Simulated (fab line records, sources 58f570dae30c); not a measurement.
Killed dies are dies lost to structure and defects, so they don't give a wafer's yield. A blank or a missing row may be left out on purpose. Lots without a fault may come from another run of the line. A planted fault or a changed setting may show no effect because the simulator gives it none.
Tool commonality check | flow berkeley_cmos170 | 14 lots, 42 wafers sampled

WHY IT WAS OPENED
At UCB170_SDANNEAL_RS_MEAS_03 the reading NSD_RS is flagged on 2 of 14 lots. Wafers without a fault read 37.24 ohm/sq, standard deviation 0.098.
Rule: a lot is flagged when every wafer of it that has a number lies more than 4 standard deviations from that mean, or none has a number. The other lots count as sound.

lot  | measured     | on            | NSD_RS (ohm/sq), wafer by wafer | flag
L301 | day 8 15:30  | film_metro-03 | 37.28 37.25 37.25               |
L302 | day 8 15:47  | film_metro-01 | 37.09 37.22 37.12               |
L303 | day 8 19:01  | film_metro-03 | 37.17 37.30 37.16               |
L307 | day 9 18:55  | film_metro-03 | 37.09 37.17 37.23               |
L312 | day 10 07:28 | film_metro-02 | 36.42 36.45 36.36               | FLAGGED
L311 | day 10 07:55 | film_metro-03 | 36.42 36.38 36.35               | FLAGGED
L313 | day 10 18:53 | film_metro-03 | 37.40 37.41 37.32               |
L314 | day 10 19:26 | film_metro-02 | 37.10 37.18 37.12               |
L318 | day 10 22:53 | film_metro-02 | 37.13 37.27 37.17               |
L317 | day 11 05:49 | film_metro-03 | 37.41 37.46 37.43               |
L319 | day 11 05:58 | film_metro-02 | 37.44 37.45 37.45               |
L320 | day 11 13:54 | film_metro-01 | 37.26 37.30 37.24               |
L321 | day 12 12:25 | film_metro-01 | 37.14 37.19 37.08               |
L322 | day 12 12:37 | film_metro-03 | 37.35 37.31 37.32               |
The numbers of the flagged lots are 36.40 ohm/sq on average: -0.84 ohm/sq against the usual, or -9 standard deviations.

WHICH TOOL RAN EACH LOT
The record holds 2 process steps before the reading, out of a route of 331 steps. In each cell: the tool, then ch and the chambers that the sampled wafers went through, then the start.
lot  | flag    | UCB170_NSD_IMPLANT_08           | UCB170_NSD_STRIP_09
L301 |         | implanter-02 ch 0, day 8 14:02  | plasma_asher-02 ch 0,1, day 8 14:11
L302 |         | implanter-01 ch 0, day 8 14:19  | plasma_asher-04 ch 0,1, day 8 14:27
L303 |         | implanter-01 ch 0, day 8 17:34  | plasma_asher-01 ch 0,1, day 8 17:41
L307 |         | implanter-01 ch 0, day 9 16:23  | plasma_asher-01 ch 0,1, day 9 16:31
L312 | FLAGGED | implanter-04 ch 0, day 10 05:56 | plasma_asher-01 ch 0,1, day 10 06:04
L311 | FLAGGED | implanter-04 ch 0, day 10 06:11 | plasma_asher-01 ch 0,1, day 10 06:20
L313 |         | implanter-01 ch 0, day 10 17:20 | plasma_asher-01 ch 0,1, day 10 17:29
L314 |         | implanter-02 ch 0, day 10 17:39 | plasma_asher-04 ch 0, day 10 17:46
L318 |         | implanter-01 ch 0, day 10 21:09 | plasma_asher-02 ch 1, day 10 21:16
L317 |         | implanter-01 ch 0, day 11 04:07 | plasma_asher-02 ch 0,1, day 11 04:14
L319 |         | implanter-02 ch 0, day 11 04:11 | plasma_asher-01 ch 0, day 11 04:19
L320 |         | implanter-02 ch 0, day 11 12:10 | plasma_asher-01 ch 0,1, day 11 12:19
L321 |         | implanter-02 ch 0, day 12 10:58 | plasma_asher-04 ch 0,1, day 12 11:07
L322 |         | implanter-01 ch 0, day 12 11:10 | plasma_asher-02 ch 0,1, day 12 11:19
What these steps do:
- UCB170_NSD_IMPLANT_08
- UCB170_NSD_STRIP_09: strips in O2.
- UCB170_SDANNEAL_RS_MEAS_03: measures by four-point-probe.

FLAGGED OVER TOTAL, TOOL BY TOOL (the gauges that took the reading come last)
step                       | tool            | lots run | flagged | share of the flagged lots | sound lots run after its first flagged lot
UCB170_NSD_IMPLANT_08      | implanter-01    | 7        | 0       | none                      | -
UCB170_NSD_IMPLANT_08      | implanter-02    | 5        | 0       | none                      | -
UCB170_NSD_IMPLANT_08      | implanter-04    | 2        | 2       | all                       | 0
UCB170_NSD_STRIP_09        | plasma_asher-01 | 7        | 2       | all                       | 3 (L313,L319,L320)
UCB170_NSD_STRIP_09        | plasma_asher-02 | 4        | 0       | none                      | -
UCB170_NSD_STRIP_09        | plasma_asher-04 | 3        | 0       | none                      | -
UCB170_SDANNEAL_RS_MEAS_03 | film_metro-01   | 3        | 0       | none                      | -
UCB170_SDANNEAL_RS_MEAS_03 | film_metro-02   | 4        | 1       | some                      | 3 (L314,L318,L319)
UCB170_SDANNEAL_RS_MEAS_03 | film_metro-03   | 7        | 1       | some                      | 3 (L313,L317,L322)

WHAT THE TABLE ALLOWS
2 rows of the table ran every flagged lot: implanter-04 at UCB170_NSD_IMPLANT_08, plasma_asher-01 at UCB170_NSD_STRIP_09.
- implanter-04 at UCB170_NSD_IMPLANT_08: 2 of its 2 lots flagged. It ran no sound lot before its first flagged lot in this sample, so the start can't be narrowed down. Its own readings lie more than 4 standard deviations out on every wafer of the flagged lots: beam_energy_keV.
- plasma_asher-01 at UCB170_NSD_STRIP_09: 2 of its 7 lots flagged. Sound lots ran on it after the first flagged one (L313, L319, L320), which a lasting fault on the whole tool wouldn't allow. Its own readings lie more than 4 standard deviations out on every wafer of the flagged lots: strip_time_to_endpoint_s.
One tool is left: implanter-04 at UCB170_NSD_IMPLANT_08.

WHAT THE SIMULATOR HAD PUT IN
Process parameter drift: implanter-04, from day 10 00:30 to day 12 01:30, at UCB170_NSD_IMPLANT_08. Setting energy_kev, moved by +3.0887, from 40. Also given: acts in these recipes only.
Lots struck among those shown: L312, L311. The rule above found the same.
